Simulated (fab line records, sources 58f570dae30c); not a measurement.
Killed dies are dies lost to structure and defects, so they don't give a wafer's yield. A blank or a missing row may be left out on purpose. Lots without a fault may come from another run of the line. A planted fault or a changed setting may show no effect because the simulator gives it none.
fab line records | flow berkeley_cmos170
record lots=6 wafers=18 last_day=13
route steps=331 shown M2@276
lots that met no fault: from a run of the same line without faults
start_h: hours from the record's first day to the start of the lot's first wafer shown | wait_h: hours since the lot's step before | " the same as in the row above | L1.1+2: a row that stands for several wafers | - no value, or no start given | * or withheld: withheld | < > ~ a bound
route shown NAME@n: a module of which the file shows steps, and the number in the route of the first | usual: mean/standard deviation of fault-free wafers | same: alike in all rows | chamber/n: place in a boat | sites: the reading at each site | _std_site: their standard deviation | _edge_site: outer sites' mean less inner sites' | radius_mm: how far each site lies from the wafer's centre | mask NAME#n: copy n | behind: the tool/chamber that last shaped the wafer | hold: why the lot was held/for how many hours/how that ended | device: the transistor (n, p or np) that didn't switch | end of line: the same wafers' tests at the end of the route | a step without rows: its recipe alone | killed: dies lost to structure and defects at the first sort, not the wafer's yield | map: a wafer's dies, x killed, . not, _ none there
set.NAME: the setting as run; set.NAME@STEP: as run at that earlier step | model.NAME: the simulator's own value behind a step, which no gauge read
lots at some steps of the route; a table a step, a row a wafer
services: from which hour (start_h, from the record's first day; less than 0 if before it) a tool's chamber was out of use, for how many hours, and why
## steps
# step UCB170_M2_COAT_05
# recipe resist=KrF spin_rpm=1500 resist_thk_nm=900
# step UCB170_M2_SOFTBAKE_06
# recipe resist=KrF temp_c=130 time_s=60
# step UCB170_M2_STRIP_07
# recipe chemistry=O2 power_w=400 pressure_mtorr=3500 platen_temp_c=withheld o2_flow_sccm=400 overash_fraction=0.5
# usual drypump_motor_current_A=5.6/0.53 oes_product_au=0.735/0.0045 strip_time_to_endpoint_s=21.98/0.06
# columns lot.wafer tool chamber start_h wait_h drypump_motor_current_A oes_product_au rf_hours_counter_h strip_time_to_endpoint_s
L940.1 plasma_asher-04 1 184.52 0.1 5.3 0.740 7 22.06
L940.2 " 0 " " 6.0 0.735 7 22.07
L940.5 " 1 " " 5.3 0.730 - 22.02
L942.4 plasma_asher-01 1 185.88 0.1 6.2 0.736 - 21.93
L942.5 " 0 " " 5.1 0.729 - 21.97
L942.6 " 1 " " 6.2 0.734 - 21.99
L950.1 plasma_asher-01 0 226.73 0.1 5.1 0.742 43 22.03
L950.2 " 1 " " 6.2 0.740 43 21.99
L950.4 " 0 " " 5.1 0.734 - 22.00
L952.1 plasma_asher-04 0 252.63 0.1 5.9 0.734 14 22.05
L952.2 " 1 " " 5.3 0.743 14 22.03
L952.6 " 0 " " 5.9 0.741 - 21.99
L958.3 plasma_asher-01 0 288.80 0.1 5.1 0.729 - 21.87
L958.4 " 1 " " 6.2 0.735 - 21.84
L958.5 " 1 " " 6.3 0.739 - 21.83
L963.2 plasma_asher-04 0 308.49 0.1 6.0 0.742 21 22.10
L963.3 " 1 " " 5.3 0.731 - 22.02
L963.6 " 1 " " 5.3 0.740 - 22.03
# step UCB170_M2_STRIP_08
# recipe chemistry=DMSO temp_c=80 time_s=600 material=KrF
# step UCB170_M2_COAT_09
# recipe resist=BARC temp_c=withheld time_s=withheld spin_rpm=3000 resist_thk_nm=withheld
# step UCB170_M2_COAT_10
# recipe resist=KrF spin_rpm=1500 resist_thk_nm=900
# step UCB170_M2_SOFTBAKE_11
# recipe resist=KrF temp_c=130 time_s=60
# step UCB170_M2_EXPOSE_12
# recipe mask_id=METAL2 target_cd_nm=700 na=0.5 sigma_outer=0.6 source_shape=conventional dose_mj=26
# step UCB170_M2_PEB_13
# recipe peb_temp_c=130 peb_time_s=withheld resist=KrF
# step UCB170_M2_DEVELOP_14
# recipe developer=TMAH develop_time_s=45 resist=KrF dev_temp_c=21
# step UCB170_M2_CD_MEAS_15
# recipe target_cd_nm=700
# usual cd_nm=700.0/1.3
# columns lot.wafer tool chamber start_h wait_h cd_nm
L940.1 cd_sem-02 - 185.76 - 702.3
L940.2 " - " " 702.7
L940.5 " - " " 702.0
L942.4 cd_sem-01 - 187.41 - 701.4
L942.5 " - " " 703.0
L942.6 " - " " 700.9
L950.1 cd_sem-01 - 229.77 - 699.0
L950.2 " - " " 699.1
L950.4 " - " " 700.2
L952.1 cd_sem-01 - 256.46 - 701.4
L952.2 " - " " 701.2
L952.6 " - " " 700.3
L958.3 cd_sem-02 - 291.24 - 700.5
L958.4 " - " " 700.1
L958.5 " - " " 699.8
L963.2 cd_sem-02 - 310.23 - 701.6
L963.3 " - " " 701.2
L963.6 " - " " 699.8
# step UCB170_M2_OVL_MEAS_16
# usual M2_OVL=0/5.2
# columns lot.wafer tool chamber start_h wait_h M2_OVL[nm]
L940.1 overlay-01 - 185.88 0.1 0
L940.2 " - " " -1
L940.5 " - " " 4
L942.4 overlay-02 - 187.49 0.1 6
L942.5 " - " " 4
L942.6 " - " " 7
L950.1 overlay-02 - 229.89 0.1 6
L950.2 " - " " 5
L950.4 " - " " 3
L952.1 overlay-01 - 256.58 0.1 -3
L952.2 " - " " -3
L952.6 " - " " -1
L958.3 overlay-01 - 291.33 0.1 -1
L958.4 " - " " -7
L958.5 " - " " -4
L963.2 overlay-01 - 310.34 0.1 -3
L963.3 " - " " 1
L963.6 " - " " 3
# step UCB170_M2_ETCH_17
# recipe chemistry=N2/H2 target_depth_a=withheld overetch_a=withheld target=BARC time_s=withheld source_w=500 bias_w=101.7 pressure_mtorr=30 n2_flow_sccm=100 h2_flow_sccm=200
# usual bias_w=101.7/0.31 chamber_pressure_mTorr=30.001/0.027 drypump_motor_current_A=5.6/0.56 n2_flow_sccm=99.96/0.28 oes_product_au=1.003/0.016 throttle_valve_pct=13.25/0.2
# columns lot.wafer tool chamber start_h wait_h bias_w chamber_pressure_mTorr drypump_motor_current_A n2_flow_sccm oes_product_au throttle_valve_pct
L940.1 rie_diel-04 0 185.91 0.0 101.7 30.034 5.9 99.42 0.990 13.09
L940.2 " 2 " " 101.9 30.036 5.8 99.84 1.013 13.27
L940.5 " 1 " " 102.1 30.018 6.6 99.68 0.996 12.95
L942.4 rie_diel-01 2 187.51 0.0 101.5 30.004 5.5 100.07 0.959 13.52
L942.5 " 2 " " 101.7 30.063 5.5 99.97 0.967 13.49
L942.6 " 3 " " 101.2 30.020 5.2 100.23 0.995 13.22
L950.1 rie_diel-04 0 229.92 0.0 - - - - - -
L950.2 " 2 " " - - - - - -
L950.4 " 3 " " - - - - - -
L952.1 rie_diel-01 0 256.61 0.0 - - - - - -
L952.2 " 3 " " - - - - - -
L952.6 " 0 " " - - - - - -
L958.3 rie_diel-03 0 291.35 0.0 101.9 29.985 5.7 99.87 0.992 13.42
L958.4 " 1 " " 101.6 29.963 6.6 100.45 1.015 13.44
L958.5 " 1 " " 101.7 29.968 6.6 99.95 1.019 13.43
L963.2 rie_diel-01 1 310.37 0.0 102.0 30.009 5.2 100.31 1.032 13.07
L963.3 " 2 " " 101.3 29.956 5.4 99.94 0.978 13.51
L963.6 " 0 " " 101.7 29.941 5.2 100.00 0.999 12.92
# step UCB170_M2_METAL_ETCH_18
# recipe chemistry=Cl2/BCl3 target=Al stop_on=SiO2 pressure_mtorr=12 target_depth_a=11700 over_etch_frac=0.3 time_s=195 icp_w=600 bias_w=120 Cl2_flow_sccm=90 bcl3_flow_sccm=45
# usual bcl3_flow_sccm=45.00/0.13 bias_w=120.0/0.32 drypump_motor_current_A=5.7/0.43 oes_product_au=0.862/0.013 throttle_valve_pct=24.40/0.28
# columns lot.wafer tool chamber start_h wait_h bcl3_flow_sccm bias_w drypump_motor_current_A oes_product_au rf_hours_counter_h throttle_valve_pct
L940.1 rie_metal-01 0 185.96 - 44.88 120.1 6.4 0.864 0 24.46
L940.2 " 1 " " 44.91 119.9 5.6 0.867 11 24.67
L940.5 " 1 " " 44.92 120.1 5.6 0.879 - 24.64
L942.4 rie_metal-02 0 187.61 - 45.01 119.8 5.1 0.825 - 24.74
L942.5 " 1 " " 45.10 120.4 5.6 0.853 - 23.97
L942.6 " 0 " " 44.87 119.7 5.1 0.833 - 24.74
L950.1 rie_metal-02 0 229.96 - 44.88 119.3 5.1 0.365 8 24.97
L950.2 " 1 " " 44.92 120.0 5.6 0.381 5 24.19
L950.4 " 1 " " 45.11 120.1 5.6 0.371 - 24.17
L952.1 rie_metal-01 1 256.65 - 45.15 120.3 5.5 0.381 12 24.90
L952.2 " 0 " " 45.04 120.1 6.4 0.380 2 24.71
L952.6 " 1 " " 44.94 120.4 5.6 0.387 - 24.89
L958.3 rie_metal-03 0 291.46 - 45.08 119.9 6.2 0.866 - 24.16
L958.4 " 1 " " 44.89 120.5 5.8 0.876 - 24.39
L958.5 " 1 " " 45.12 120.3 5.8 0.875 - 24.37
L963.2 rie_metal-02 0 310.41 - 44.93 119.6 5.1 0.857 10 24.74
L963.3 " 1 " " 45.17 119.6 5.6 0.866 - 23.94
L963.6 " 0 " " 45.11 119.7 5.1 0.851 - 24.73
# step UCB170_M2_STRIP_19
# recipe chemistry=O2 power_w=400 pressure_mtorr=3500 platen_temp_c=withheld o2_flow_sccm=400 overash_fraction=0.5
# usual drypump_motor_current_A=5.5/0.55 oes_product_au=0.549/0.017
# columns lot.wafer tool chamber start_h wait_h drypump_motor_current_A oes_product_au rf_hours_counter_h
L940.1 plasma_asher-03 1 186.14 0.1 4.8 0.551 44
L940.2 " 0 " " 6.1 0.513 44
L940.5 " 1 " " 4.8 0.520 -
L942.4 plasma_asher-01 1 187.77 0.1 6.3 0.562 -
L942.5 " 0 " " 5.1 0.544 -
L942.6 " 1 " " 6.3 0.557 -
L950.1 plasma_asher-03 0 230.15 0.1 6.0 0.564 49
L950.2 " 1 " " 4.8 0.550 49
L950.4 " 1 " " 4.8 0.539 -
L952.1 plasma_asher-01 0 256.84 0.1 5.1 0.523 46
L952.2 " 1 " " 6.3 0.544 46
L952.6 " 0 " " 5.1 0.521 -
L958.3 plasma_asher-03 1 291.62 0.1 4.9 0.556 -
L958.4 " 0 " " 6.0 0.590 -
L958.5 " 1 " " 4.8 0.578 -
L963.2 plasma_asher-01 1 310.60 0.1 6.2 0.569 52
L963.3 " 1 " " 6.2 0.546 -
L963.6 " 1 " " 6.2 0.558 -
# step UCB170_M2_CD_MEAS_90
# recipe target_cd_nm=700
# usual cd_nm=699.5/2.8
# columns lot.wafer tool chamber start_h wait_h cd_nm
L940.1 cd_sem-02 - 186.24 0.1 703.4
L940.2 " - " " 699.3
L940.5 " - " " 697.4
L942.4 cd_sem-02 - 187.90 0.1 700.6
L942.5 " - " " 700.4
L942.6 " - " " 697.9
L950.1 cd_sem-01 - 230.25 0.1 -
L950.2 " - " " -
L950.4 " - " " -
L952.1 cd_sem-02 - 256.94 0.1 -
L952.2 " - " " -
L952.6 " - " " -
L958.3 cd_sem-02 - 291.72 0.1 700.5
L958.4 " - " " 700.6
L958.5 " - " " 700.7
L963.2 cd_sem-01 - 310.72 0.1 699.7
L963.3 " - " " 700.9
L963.6 " - " " 699.7
## services
# columns tool chamber start_h hours kind
rie_metal-01 0 161.20 - clean
rie_metal-01 0 161.20 14.1 scheduled_down
rie_metal-01 0 161.20 14.1 vent_cycle
rie_diel-01 - 174.31 0.5 repair
rie_diel-04 1 198.96 10.0 repair
plasma_asher-03 - 209.78 1.6 repair
rie_diel-03 3 229.84 - clean
rie_diel-03 3 229.84 18.3 scheduled_down
rie_diel-03 3 229.84 18.3 vent_cycle
rie_metal-03 0 230.88 3.7 repair
rie_diel-03 2 231.76 6.3 repair
rie_diel-01 1 253.43 55.4 repair
rie_metal-02 - 266.59 2.8 pm
rie_metal-03 - 274.08 1.8 repair
rie_diel-01 - 289.13 3.2 repair
rie_diel-03 1 306.54 1.3 repair
## key
first_sign step=UCB170_M2_ETCH_17 reading=tool_record direction=missing
effect step=UCB170_M2_METAL_ETCH_18 reading=oes_product_au direction=down sigmas=38 usual=0.862 struck=0.378
effect step=UCB170_M2_CD_MEAS_90 reading=cd_nm direction=missing
met_at UCB170_M2_ETCH_17
struck_wafers L950.1,L950.2,L950.4,L952.1,L952.2,L952.6
later_rows_left_out L950.1,L950.2,L950.4,L952.1,L952.2,L952.6
sort_left_out L950.1,L950.2,L950.4,L952.1,L952.2,L952.6
tester_left_out L952
onset_between 187.51 229.92
earlier_fault kind=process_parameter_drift tool=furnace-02 chamber=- onset_h=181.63 steps=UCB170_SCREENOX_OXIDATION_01 channel=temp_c offset=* shape=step end_h=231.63 acts_in=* stated=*
fault kind=skipped_step_whole tool=rie_diel-01,rie_diel-04 chamber=- onset_h=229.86 steps=UCB170_M2_ETCH_17 scope=struck_lots_only
# tester_left_out: of these lots the tester's yield and bins aren't shown, on N5 and GAA mostly nor the transistor test; their killed dies are dies lost to structure and defects alone, not to doping, threshold or leakage, so they don't give the yield
# sort_left_out: the simulated sort isn't trusted on such a fault, so these wafers' sort isn't shown, and their yield isn't known
# later_rows_left_out: the simulator's readings of these wafers behind a module that went badly wrong aren't trusted and aren't shown, but for the sort
